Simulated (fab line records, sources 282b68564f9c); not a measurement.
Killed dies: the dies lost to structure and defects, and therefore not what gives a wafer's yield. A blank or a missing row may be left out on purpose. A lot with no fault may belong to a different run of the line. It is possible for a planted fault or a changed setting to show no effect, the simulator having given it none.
fab line records	flow rit-cmos
record lots=7	wafers=21	last-day=7
route steps=202 shown PSD@144 SDANNEAL@153 NSD@158 PLDD@159 NLDD@160 SILICIDE@161 M1@202
lots that met no fault: from a run of the same line without faults
start-h: the number of hours between the record's first day and the start of the first shown wafer of the lot	wait-h: time in hours since the lot's previous step	" identical to the entry in the row above	L1.1+2: several wafers, shown together as one row	- value missing, or start not given	* or withheld: withheld	< > ~ a bound
route shown NAME@n: NAME is a module with steps in the file, n the number in the route of the first one	usual: the fault-free wafers' mean and standard deviation	same: alike in all rows	chamber/n: place in a boat	sites: each site's reading	_std_site: standard deviation across them	_edge_site: mean of outer sites minus mean of inner sites	radius-mm: for every site, how far away it sits from the centre of the wafer	mask NAME#n: copy n	behind: the tool/chamber that last shaped the wafer	hold: reason for holding the lot/hours on hold/outcome of the hold	device: which transistor (n, p or np) failed to switch	end of line: the same wafers' tests at the end of the route	where a step has no rows: the recipe by itself	killed: at the first sort, the dies lost to defects and structure; wafer yield is something else	map: a wafer's dies, x killed, . not, _ none there
set.NAME: setting as actually run; set.NAME@STEP: the setting as run at that earlier step	model.NAME: the simulator's own value behind a step, which no gauge read
a table for each step, a row for each wafer; lots at some steps of the route
services: from which hour (start-h, from the record's first day; less than 0 if before it) a tool's chamber was out of use, for how many hours, and why
## steps
# step RIT_PSD_SOFTBAKE_02
# recipe resist=NOVOLAK	temp-c=90	time-s=60
# step RIT_PSD_EXPOSE_03
# recipe mask-id=M10	na=0.57	target-cd-nm=40900	dose-mj=250
# step RIT_PSD_PEB_04
# recipe resist=NOVOLAK	temp-c=withheld	time-s=withheld
# step RIT_PSD_DEVELOP_05
# recipe resist=NOVOLAK	develop-time-s=50	dev-temp-c=23
# step RIT_PSD_OVL_MEAS_06
# usual PSD_OVL=-0.7/1.6
lot.wafer	tool	chamber	start-h	wait-h	PSD_OVL[nm]
L336.2	overlay-01	-	86.10	-	-1.7
L336.4	"	-	"	"	-3.6
L336.6	"	-	"	"	-2.8
L338.1	overlay-02	-	95.61	-	-1.9
L338.3	"	-	"	"	-0.7
L338.4	"	-	"	"	-2.8
L344.2	overlay-02	-	132.40	-	-1.7
L344.4	"	-	"	"	-1.7
L344.5	"	-	"	"	-1.4
L345.3	overlay-02	-	139.85	-	-0.6
L345.4	"	-	"	"	1.7
L345.5	"	-	"	"	1.3
L346.1	overlay-01	-	140.31	-	-0.3
L346.3	"	-	"	"	-0.7
L346.4	"	-	"	"	0.1
L348.1	overlay-02	-	152.62	-	-1.2
L348.2	"	-	"	"	-1.4
L348.4	"	-	"	"	-1.5
L351.1	overlay-01	-	163.25	-	1.2
L351.2	"	-	"	"	1.9
L351.5	"	-	"	"	-0.1
# step RIT_PSD_HARDBAKE_07
# recipe resist=NOVOLAK	temp-c=140	time-s=60
# step RIT_PSD_IMPLANT_08
# recipe species=BF2	energy-kev=27	dose-cm2=5e+15	tilt-deg=7
# step RIT_PSD_STRIP_09
# recipe chemistry=O2	time-s=180	resist=NOVOLAK	platen-temp-c=withheld	power-w=500	pressure-mtorr=4000	o2-flow-sccm=4000
# usual drypump-motor-current-A=5.6/0.64	o2-flow-sccm=3999/11
lot.wafer	tool	chamber	start-h	wait-h	drypump-motor-current-A	o2-flow-sccm	rf-hours-counter-h
L336.2	plasma-asher-02	1	86.43	0.1	6.2	3999	45
L336.4	"	1	"	"	6.1	3990	-
L336.6	"	1	"	"	6.2	3992	-
L338.1	plasma-asher-02	1	95.95	0.1	6.2	3987	46
L338.3	"	1	"	"	6.2	3993	-
L338.4	"	0	"	"	5.3	4003	-
L344.2	plasma-asher-02	1	132.89	0.1	6.2	4008	1
L344.4	"	0	"	"	5.3	3995	-
L344.5	"	1	"	"	6.1	3994	-
L345.3	plasma-asher-02	1	140.23	0.1	6.2	4015	-
L345.4	"	0	"	"	5.3	3993	-
L345.5	"	1	"	"	6.2	3995	-
L346.1	plasma-asher-02	1	140.66	0.1	6.2	4010	3
L346.3	"	1	"	"	6.2	4023	-
L346.4	"	0	"	"	5.3	3973	-
L348.1	plasma-asher-04	0	152.95	0.1	5.0	3989	52
L348.2	"	1	"	"	6.5	3998	52
L348.4	"	1	"	"	6.5	3994	-
L351.1	plasma-asher-01	0	163.69	0.1	5.2	4006	37
L351.2	"	1	"	"	4.8	4008	37
L351.5	"	0	"	"	5.2	4006	-
# step RIT_PSD_TW_MEAS_10
# usual PSD_TW=3409/33
lot.wafer	tool	chamber	start-h	wait-h	PSD_TW
L336.2	film-metro-01	-	86.61	0.1	3397
L336.4	"	-	"	"	3390
L336.6	"	-	"	"	3379
L338.1	film-metro-02	-	96.12	0.1	3458
L338.3	"	-	"	"	3472
L338.4	"	-	"	"	3457
L344.2	film-metro-03	-	133.08	0.1	3420
L344.4	"	-	"	"	3398
L344.5	"	-	"	"	3398
L345.3	film-metro-02	-	140.37	0.1	3490
L345.4	"	-	"	"	3473
L345.5	"	-	"	"	3483
L346.1	film-metro-03	-	140.83	0.1	3420
L346.3	"	-	"	"	3427
L346.4	"	-	"	"	3425
L348.1	film-metro-02	-	153.13	0.1	3449
L348.2	"	-	"	"	3441
L348.4	"	-	"	"	3428
L351.1	film-metro-01	-	163.86	0.1	3336
L351.2	"	-	"	"	3359
L351.5	"	-	"	"	3350
# step RIT_SDANNEAL_CLEAN_00
# recipe chemistry=SC1	mix=3:3:50	time-s=600	temp-c=75
# step RIT_SDANNEAL_CLEAN_01
# recipe chemistry=dHF	dilution=50:1	time-s=30
# step RIT_SDANNEAL_CLEAN_02
# recipe chemistry=SC2	mix=3:3:50	time-s=600	temp-c=75	dry=n2-spin
# step RIT_SDANNEAL_RTA_03
# recipe temp-c=1050	time-s=5	idle-temp-c=600	ramp-up-c-per-s=342	ramp-down-c-per-s=171	cool-to-c=600	ambient=N2
# usual wafer_temp_C_max=1053.5/1.2
lot.wafer	tool	chamber	start-h	wait-h	wafer_temp_C_max
L336.2	rtp-anneal-02	0	87.04	0.0	1057.5
L336.4	"	0	"	"	1056.0
L336.6	"	0	"	"	1054.1
L338.1	rtp-anneal-02	0	96.58	0.0	1053.1
L338.3	"	0	"	"	1052.7
L338.4	"	0	"	"	1053.9
L344.2	rtp-anneal-02	0	133.54	0.0	1053.9
L344.4	"	0	"	"	1052.1
L344.5	"	0	"	"	1054.8
L345.3	rtp-anneal-01	0	140.79	0.0	1052.3
L345.4	"	0	"	"	1056.5
L345.5	"	0	"	"	1051.3
L346.1	rtp-anneal-02	0	141.26	0.0	1053.7
L346.3	"	0	"	"	1053.7
L346.4	"	0	"	"	1053.0
L348.1	rtp-anneal-02	0	153.55	0.0	1054.8
L348.2	"	0	"	"	1052.7
L348.4	"	0	"	"	1053.1
L351.1	rtp-anneal-01	0	164.34	0.0	1052.5
L351.2	"	0	"	"	1056.2
L351.5	"	0	"	"	1052.6
# step RIT_SDANNEAL_RS_MEAS_04
# recipe thk-meas-gauge=four-point-probe
# usual PSD_RS=115.7/0.33
lot.wafer	tool	chamber	start-h	wait-h	PSD_RS[ohm/sq]
L336.2	film-metro-03	-	87.11	0.1	115.4
L336.4	"	-	"	"	115.7
L336.6	"	-	"	"	115.2
L338.1	film-metro-01	-	96.64	0.0	115.9
L338.3	"	-	"	"	115.7
L338.4	"	-	"	"	115.5
L344.2	film-metro-01	-	133.60	0.1	97.5
L344.4	"	-	"	"	97.2
L344.5	"	-	"	"	97.6
L345.3	film-metro-01	-	140.87	0.1	115.6
L345.4	"	-	"	"	115.7
L345.5	"	-	"	"	115.5
L346.1	film-metro-02	-	141.32	0.0	97.7
L346.3	"	-	"	"	97.9
L346.4	"	-	"	"	97.7
L348.1	film-metro-02	-	153.61	0.0	97.3
L348.2	"	-	"	"	97.5
L348.4	"	-	"	"	96.9
L351.1	film-metro-01	-	164.40	0.0	116.3
L351.2	"	-	"	"	116.2
L351.5	"	-	"	"	116.1
# step RIT_SDANNEAL_RS_MEAS_05
# recipe thk-meas-gauge=four-point-probe
# usual NSD_RS=84.39/0.24
lot.wafer	tool	chamber	start-h	wait-h	NSD_RS[ohm/sq]
L336.2	film-metro-03	-	87.23	0.1	84.56
L336.4	"	-	"	"	84.91
L336.6	"	-	"	"	84.59
L338.1	film-metro-01	-	96.76	0.1	84.37
L338.3	"	-	"	"	84.25
L338.4	"	-	"	"	84.16
L344.2	film-metro-01	-	133.72	0.1	81.40
L344.4	"	-	"	"	81.33
L344.5	"	-	"	"	81.27
L345.3	film-metro-01	-	140.99	0.1	84.62
L345.4	"	-	"	"	84.74
L345.5	"	-	"	"	84.40
L346.1	film-metro-02	-	141.44	0.1	81.56
L346.3	"	-	"	"	81.33
L346.4	"	-	"	"	81.32
L348.1	film-metro-02	-	153.73	0.1	80.94
L348.2	"	-	"	"	80.78
L348.4	"	-	"	"	81.24
L351.1	film-metro-01	-	164.52	0.1	84.10
L351.2	"	-	"	"	84.10
L351.5	"	-	"	"	84.39
# step RIT_SDANNEAL_RS_MEAS_06
# recipe thk-meas-gauge=four-point-probe
# usual PLDD_RS=178.4/0.43
lot.wafer	tool	chamber	start-h	wait-h	PLDD_RS[ohm/sq]
L336.2	film-metro-03	-	87.35	0.1	177.7
L336.4	"	-	"	"	177.5
L336.6	"	-	"	"	177.9
L338.1	film-metro-01	-	96.88	0.1	177.8
L338.3	"	-	"	"	178.2
L338.4	"	-	"	"	178.4
L344.2	film-metro-01	-	133.84	0.1	161.0
L344.4	"	-	"	"	160.9
L344.5	"	-	"	"	160.7
L345.3	film-metro-01	-	141.11	0.1	178.6
L345.4	"	-	"	"	178.5
L345.5	"	-	"	"	178.2
L346.1	film-metro-02	-	141.56	0.1	161.6
L346.3	"	-	"	"	162.3
L346.4	"	-	"	"	161.9
L348.1	film-metro-02	-	153.85	0.1	161.5
L348.2	"	-	"	"	161.5
L348.4	"	-	"	"	161.3
L351.1	film-metro-01	-	164.64	0.1	177.9
L351.2	"	-	"	"	178.0
L351.5	"	-	"	"	178.8
# step RIT_SDANNEAL_RS_MEAS_07
# recipe thk-meas-gauge=four-point-probe
# usual NLDD_RS=151.5/0.47
lot.wafer	tool	chamber	start-h	wait-h	NLDD_RS[ohm/sq]
L336.2	film-metro-03	-	87.47	0.1	150.7
L336.4	"	-	"	"	150.8
L336.6	"	-	"	"	151.0
L338.1	film-metro-01	-	97.00	0.1	151.9
L338.3	"	-	"	"	151.4
L338.4	"	-	"	"	151.9
L344.2	film-metro-01	-	133.96	0.1	148.3
L344.4	"	-	"	"	149.1
L344.5	"	-	"	"	148.9
L345.3	film-metro-01	-	141.23	0.1	151.8
L345.4	"	-	"	"	151.8
L345.5	"	-	"	"	151.7
L346.1	film-metro-02	-	141.68	0.1	147.9
L346.3	"	-	"	"	148.2
L346.4	"	-	"	"	148.5
L348.1	film-metro-02	-	153.97	0.1	148.1
L348.2	"	-	"	"	148.4
L348.4	"	-	"	"	147.9
L351.1	film-metro-01	-	164.76	0.1	151.6
L351.2	"	-	"	"	151.9
L351.5	"	-	"	"	151.6
# step RIT_SILICIDE_WET_ETCH_00
# recipe chemistry=BOE	target=SiO2	target-depth-nm=14	time-s=15	dry=n2-spin	dilution=10:1	temp-c=21.5
# step RIT_M1_PROBE_99
# usual killed-at-contacts=0.1/0.24	killed-at-front-end=6.6/2.7	killed-dies=6.6/2.7	killed-open=3.3/1.8	killed-short=3.4/1.9
# same gross-dies=264	killed_at_M0_to_M3=0	killed_at_M4_up=0	killed-at-back-side=0	killed-at-other=0
lot.wafer	tool	chamber	start-h	wait-h	killed-at-contacts	killed-at-front-end	killed-dies	killed-open	killed-short
L336.2	prober-02	-	95.00	0.1	0	11	11	4	7
L336.4	prober-02	-	95.10	0.2	0	9	9	3	6
L336.6	prober-02	-	95.20	0.2	0	5	5	0	5
L344.2	prober-02	-	141.01	0.1	0	8	8	4	4
L344.4	prober-02	-	141.11	0.2	0	8	8	3	5
L344.5	prober-02	-	141.16	0.2	0	4	4	1	3
L348.1	prober-02	-	160.90	0.1	0	7	7	3	4
L348.2	prober-02	-	160.95	0.1	0	10	10	6	4
L348.4	prober-02	-	161.05	0.2	0	11	11	6	5
# killed by level:class
L336.2 SPACER:geometric-particle:short=4 GATE:geometric-particle:open=2 FOX1:geometric-particle:short=1 FOX2:geometric-particle:short=1 FOX2:geometric-particle:open=1 GATE:geometric-particle:short=1 SILICIDE:geometric-particle:open=1
L336.4 FOX1:geometric-particle:short=2 SPACER:geometric-particle:open=2 FOX1:geometric-particle:open=1 GATE:geometric-particle:short=1 REOX:geometric-particle:short=1 SPACER:geometric-particle:short=1 SILICIDE:geometric-particle:short=1
L336.6 SPACER:geometric-particle:short=2 FOX1:geometric-particle:short=1 FOX2:geometric-particle:short=1 REOX:geometric-particle:short=1
L344.2 SPACER:geometric-particle:short=3 SPACER:geometric-particle:open=3 FOX2:geometric-particle:open=1 GATE:geometric-particle:short=1
L344.4 FOX2:geometric-particle:short=2 GATE:geometric-particle:short=2 REOX:geometric-particle:open=2 REOX:geometric-particle:short=1 SPACER:geometric-particle:open=1
L344.5 GATE:geometric-particle:short=2 REOX:geometric-particle:open=1 SILICIDE:geometric-particle:short=1
L348.1 SILICIDE:geometric-particle:open=2 SILICIDE:geometric-particle:short=1 FOX2:geometric-particle:short=1 FOX2:geometric-particle:open=1 GATE:geometric-particle:short=1 REOX:geometric-particle:short=1
L348.2 FOX1:geometric-particle:open=2 FOX2:geometric-particle:short=2 FOX2:geometric-particle:open=1 GATE:geometric-particle:open=1 GATE:geometric-particle:short=1 REOX:geometric-particle:short=1 REOX:geometric-particle:open=1 SILICIDE:geometric-particle:open=1
L348.4 FOX1:geometric-particle:open=2 GATE:geometric-particle:open=2 GATE:geometric-particle:short=2 REOX:geometric-particle:short=2 FOX1:geometric-particle:short=1 REOX:geometric-particle:open=1 SILICIDE:geometric-particle:open=1
## services
tool	chamber	start-h	hours	kind
plasma-asher-01	-	73.99	2.6	repair
rtp-anneal-01	-	104.43	1.3	pm
plasma-asher-02	-	108.75	9.0	pm
plasma-asher-02	0	108.75	9.0	vent-cycle
plasma-asher-02	1	108.75	9.0	vent-cycle
plasma-asher-02	0	117.75	-	clean
plasma-asher-02	1	117.75	-	clean
plasma-asher-01	-	137.35	4.3	pm
## key
first-sign step=RIT_SDANNEAL_RS_MEAS_04	reading=PSD_RS	direction=down	sigmas=55	usual=115.7	struck=97.5
effect step=RIT_SDANNEAL_RS_MEAS_05	reading=NSD_RS	direction=down	sigmas=13	usual=84.39	struck=81.24
effect step=RIT_SDANNEAL_RS_MEAS_06	reading=PLDD_RS	direction=down	sigmas=40	usual=178.4	struck=161.4
effect step=RIT_SDANNEAL_RS_MEAS_07	reading=NLDD_RS	direction=down	sigmas=6.7	usual=151.5	struck=148.4
met-at RIT_SDANNEAL_RTA_03
struck-wafers L344.2,L344.4,L344.5,L346.1,L346.3,L346.4,L348.1,L348.2,L348.4
tester-left-out L344,L346,L348
onset-between 96.58 133.54
fault kind=process-parameter-drift	tool=rtp-anneal-02	chamber=-	onset-h=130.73	steps=RIT_SDANNEAL_RTA_03	channel=time-s	offset=*	shape=step	end-h=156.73	acts-in=*	stated=*
# tester-left-out: of these lots the tester's yield and bins aren't shown, on N5 and GAA mostly nor the transistor test; their killed dies are dies lost to structure and defects alone, not to doping, threshold or leakage, so they don't give the yield
